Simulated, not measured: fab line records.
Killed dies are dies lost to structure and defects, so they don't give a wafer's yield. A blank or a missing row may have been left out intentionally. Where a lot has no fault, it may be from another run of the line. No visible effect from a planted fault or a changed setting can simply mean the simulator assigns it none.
A lot that was struck, set against a sound lot | flow rit cmos | 26 steps out of a route of 202
Sound: wafers L282.1, L282.2, L282.4. Struck: wafers L293.1, L293.4, L293.5. The cause comes at the end.
Each step with rows lists, per side, the tool, then ch with its chambers, then its first start. Under that, the readings that differ: sound wafers | struck wafers | difference of the means | sigmas: that difference in standard deviations of wafers without a fault.
alike: same words and numbers on both sides, and readings whose means sit less than 2 such deviations apart. not compared: any withheld reading, any reading some wafer has no value for, any bound like >300 that may hide the same value, and any number with overlapping values for which the record gives no deviation.
A row with sigmas, a row that says differs or no value, or rows on one side alone: a step with any of these is where the two part. Non-overlapping numbers with no deviation appear without sigmas and do not part them. Lack of a reading on every wafer of one side parts them only where that side has two or more wafers.

first, 1 step without rows for these wafers: RIT_SPACER_CVD_03 (deposits Si3N4 from SiH2Cl2/NH3, target thk 250 nm, time 3300 s).
RIT_SPACER_THK_MEAS_04:
  sound on film metro-01, day 3 05:07; struck on film metro-03, day 5 10:00
  alike: SPACER_NITRIDE_THK
RIT_SPACER_ETCHBACK_05: etches Si3N4 in SF6/CHF3, stops on SiO2, target depth 250 nm, time 240 s.
  sound on rie diel-02 ch 1,2,3, day 3 05:11; struck on rie diel-01 ch 2,3, day 5 10:04
  alike: chamber pressure mTorr, drypump motor current A, oes product au, throttle valve pct
  not compared: rf hours counter h
then, 6 steps without rows for these wafers: RIT_NSD_HMDS_00 (prime time 60 s); RIT_NSD_COAT_01 (resist thk 1000 nm); RIT_NSD_SOFTBAKE_02 (time 60 s); RIT_NSD_EXPOSE_03 (exposes mask M9, target cd 40700 nm); RIT_NSD_PEB_04; RIT_NSD_DEVELOP_05 (develop time 50 s).
RIT_NSD_OVL_MEAS_06:
  sound on overlay-02, day 3 06:11; struck on overlay-02, day 5 11:29
  alike: NSD_OVL
then, 2 steps without rows for these wafers: RIT_NSD_HARDBAKE_07 (time 60 s); RIT_NSD_IMPLANT_08.
RIT_NSD_STRIP_09: strips in O2, time 180 s.
  sound on plasma asher-03 ch 0,1, day 3 06:31; struck on plasma asher-03 ch 0,1, day 5 11:49
  no value came back on the struck wafers for chamber pressure mTorr (mTorr), drypump motor current A (A); on the sound wafers chamber pressure mTorr (mTorr) reads 4001 4000 3995
  reading                                  | sound | struck            | difference | sigmas
  model.NOVOLAK_of_NSD_COAT_01.thk nm (nm) | 0 0 0 | 883.1 881.5 880.7 | +881.8     |
  not compared: rf hours counter h
RIT_NSD_TW_MEAS_10:
  sound on film metro-02, day 3 06:41; struck on film metro-04, day 5 11:59
  alike: NSD_TW
then, 6 steps without rows for these wafers: RIT_PSD_HMDS_00 (prime time 60 s); RIT_PSD_COAT_01 (resist thk 1000 nm); RIT_PSD_SOFTBAKE_02 (time 60 s); RIT_PSD_EXPOSE_03 (exposes mask M10, target cd 40900 nm); RIT_PSD_PEB_04; RIT_PSD_DEVELOP_05 (develop time 50 s).
RIT_PSD_OVL_MEAS_06:
  sound on overlay-01, day 3 07:46; struck on overlay-02, day 5 12:54
  alike: PSD_OVL
then, 2 steps without rows for these wafers: RIT_PSD_HARDBAKE_07 (time 60 s); RIT_PSD_IMPLANT_08.
RIT_PSD_STRIP_09: strips in O2, time 180 s.
  sound on plasma asher-03 ch 0,1, day 3 08:10; struck on plasma asher-03 ch 0,1, day 5 13:14
  alike: chamber pressure mTorr, drypump motor current A
  not compared: rf hours counter h
RIT_PSD_TW_MEAS_10:
  sound on film metro-03, day 3 08:21; struck on film metro-04, day 5 13:25
  reading | sound          | struck   | difference | sigmas
  PSD_TW  | 3436 3443 3432 | 30 30 30 | -3407      | -99 or more
then, 1 step without rows for these wafers: RIT_SDANNEAL_CLEAN_00 (cleans in SC1, time 600 s).

## WHERE THEY PART
First at RIT_NSD_STRIP_09; last, within this record, at RIT_PSD_TW_MEAS_10.

WHY: the cause the simulator had injected
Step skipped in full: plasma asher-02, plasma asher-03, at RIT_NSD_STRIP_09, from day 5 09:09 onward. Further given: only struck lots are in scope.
